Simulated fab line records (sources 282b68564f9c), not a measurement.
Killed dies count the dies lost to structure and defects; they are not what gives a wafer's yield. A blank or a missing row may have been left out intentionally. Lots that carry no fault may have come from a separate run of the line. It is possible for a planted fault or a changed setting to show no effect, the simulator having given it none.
Shared-tool check / flow ritCmos / 15 lots and 45 wafers in the sample

## THE REASON FOR OPENING IT
Flagged at RIT_M1_CD_MEAS_09: reading cdNm, on 3 of 15 lots. Wafers without a fault read 2600.0 nm, standard deviation 2.1.
Rule: a lot is flagged when every wafer of it that has a number lies more than 4 standard deviations from that mean, or none has a number. All remaining lots are regarded as sound.

lot=L526; measured=day 3 16:41; on=cdSem-01; cdNm (nm), wafer by wafer=2600.5 2601.6 2602.1; flag=
lot=L527; measured=day 3 21:59; on=cdSem-02; cdNm (nm), wafer by wafer=2600.8 2602.0 2602.0; flag=
lot=L528; measured=day 3 22:34; on=cdSem-02; cdNm (nm), wafer by wafer=2600.9 2602.0 2600.1; flag=
lot=L529; measured=day 4 05:49; on=cdSem-02; cdNm (nm), wafer by wafer=2601.8 2603.3 2601.9; flag=
lot=L530; measured=day 4 09:19; on=cdSem-02; cdNm (nm), wafer by wafer=2597.5 2598.3 2597.0; flag=
lot=L531; measured=day 4 13:11; on=cdSem-02; cdNm (nm), wafer by wafer=2533.0 2531.7 2534.7; flag=FLAGGED
lot=L532; measured=day 4 16:08; on=cdSem-02; cdNm (nm), wafer by wafer=2545.2 2544.1 2543.3; flag=FLAGGED
lot=L536; measured=day 5 21:22; on=cdSem-02; cdNm (nm), wafer by wafer=2530.1 2529.3 2529.9; flag=FLAGGED
lot=L539; measured=day 6 17:36; on=cdSem-02; cdNm (nm), wafer by wafer=2601.9 2602.2 2603.3; flag=
lot=L541; measured=day 6 20:50; on=cdSem-01; cdNm (nm), wafer by wafer=2599.5 2599.4 2601.5; flag=
lot=L542; measured=day 7 04:29; on=cdSem-01; cdNm (nm), wafer by wafer=2597.5 2597.6 2600.1; flag=
lot=L543; measured=day 7 11:47; on=cdSem-02; cdNm (nm), wafer by wafer=2595.0 2597.1 2593.7; flag=
lot=L546; measured=day 7 16:37; on=cdSem-01; cdNm (nm), wafer by wafer=2602.6 2601.1 2600.3; flag=
lot=L545; measured=day 7 16:51; on=cdSem-02; cdNm (nm), wafer by wafer=2601.6 2602.5 2601.6; flag=
lot=L549; measured=day 8 07:41; on=cdSem-01; cdNm (nm), wafer by wafer=2598.7 2597.8 2597.8; flag=
Average over the flagged lots: 2535.7 nm; offset from the usual -64.3 nm, equal to -31 standard deviations.

## EACH LOT AND THE TOOL IT RAN ON
The record keeps 1 process step preceding the reading, out of 202 steps on the route. In each cell: the tool, then ch and the chambers that the sampled wafers went through, then the start.
lot=L526; flag=; RIT_M1_COAT_04=lithoTrack-01 ch 0, day 3 15:48
lot=L527; flag=; RIT_M1_COAT_04=lithoTrack-01 ch 0, day 3 21:14
lot=L528; flag=; RIT_M1_COAT_04=lithoTrack-03 ch 0, day 3 21:23
lot=L529; flag=; RIT_M1_COAT_04=lithoTrack-01 ch 0, day 4 05:05
lot=L530; flag=; RIT_M1_COAT_04=lithoTrack-02 ch 0, day 4 08:35
lot=L531; flag=FLAGGED; RIT_M1_COAT_04=lithoTrack-01 ch 0, day 4 12:28
lot=L532; flag=FLAGGED; RIT_M1_COAT_04=lithoTrack-01 ch 0, day 4 15:25
lot=L536; flag=FLAGGED; RIT_M1_COAT_04=lithoTrack-01 ch 0, day 5 20:38
lot=L539; flag=; RIT_M1_COAT_04=lithoTrack-02 ch 0, day 6 16:42
lot=L541; flag=; RIT_M1_COAT_04=lithoTrack-03 ch 0, day 6 19:55
lot=L542; flag=; RIT_M1_COAT_04=lithoTrack-03 ch 0, day 7 03:35
lot=L543; flag=; RIT_M1_COAT_04=lithoTrack-02 ch 0, day 7 11:04
lot=L546; flag=; RIT_M1_COAT_04=lithoTrack-03 ch 0, day 7 15:46
lot=L545; flag=; RIT_M1_COAT_04=lithoTrack-02 ch 0, day 7 16:00
lot=L549; flag=; RIT_M1_COAT_04=lithoTrack-03 ch 0, day 8 06:58
What the steps here do:
- RIT_M1_COAT_04: resist thk 1300 nm.
- RIT_M1_CD_MEAS_09: target cd 2600 nm.

## FLAGGED OVER TOTAL, TOOL BY TOOL (the gauges that took the reading come last)
step=RIT_M1_COAT_04; tool=lithoTrack-01; lots run=6; flagged=3; share of the flagged lots=all; sound lots run after its first flagged lot=0
step=RIT_M1_COAT_04; tool=lithoTrack-02; lots run=4; flagged=0; share of the flagged lots=none; sound lots run after its first flagged lot=-
step=RIT_M1_COAT_04; tool=lithoTrack-03; lots run=5; flagged=0; share of the flagged lots=none; sound lots run after its first flagged lot=-
step=RIT_M1_CD_MEAS_09; tool=cdSem-01; lots run=5; flagged=0; share of the flagged lots=none; sound lots run after its first flagged lot=-
step=RIT_M1_CD_MEAS_09; tool=cdSem-02; lots run=10; flagged=3; share of the flagged lots=all; sound lots run after its first flagged lot=3 (L539,L543,L545)

## WHAT IS ALLOWED BY THE TABLE
2 rows of the table ran every flagged lot: lithoTrack-01 at RIT_M1_COAT_04, cdSem-02 at RIT_M1_CD_MEAS_09.
- lithoTrack-01 at RIT_M1_COAT_04 ran 6 lots, 3 of them flagged. Last sound lot L529 at day 4 05:05, first flagged lot L531 at day 4 12:28; a fault beginning in between fits.
- cdSem-02 at RIT_M1_CD_MEAS_09 ran 10 lots, 3 of them flagged. Sound lots ran on it after the first flagged one (L539, L543, L545), which a lasting fault on the whole tool wouldn't allow.
Left over: one tool, lithoTrack-01 at RIT_M1_COAT_04.

## WHAT WAS PUT IN BY THE SIMULATOR
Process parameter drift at RIT_M1_COAT_04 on lithoTrack-01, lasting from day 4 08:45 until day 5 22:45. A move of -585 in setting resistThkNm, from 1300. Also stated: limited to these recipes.
Shown lots that were struck: L531, L532, L536. The rule above reached the same finding.
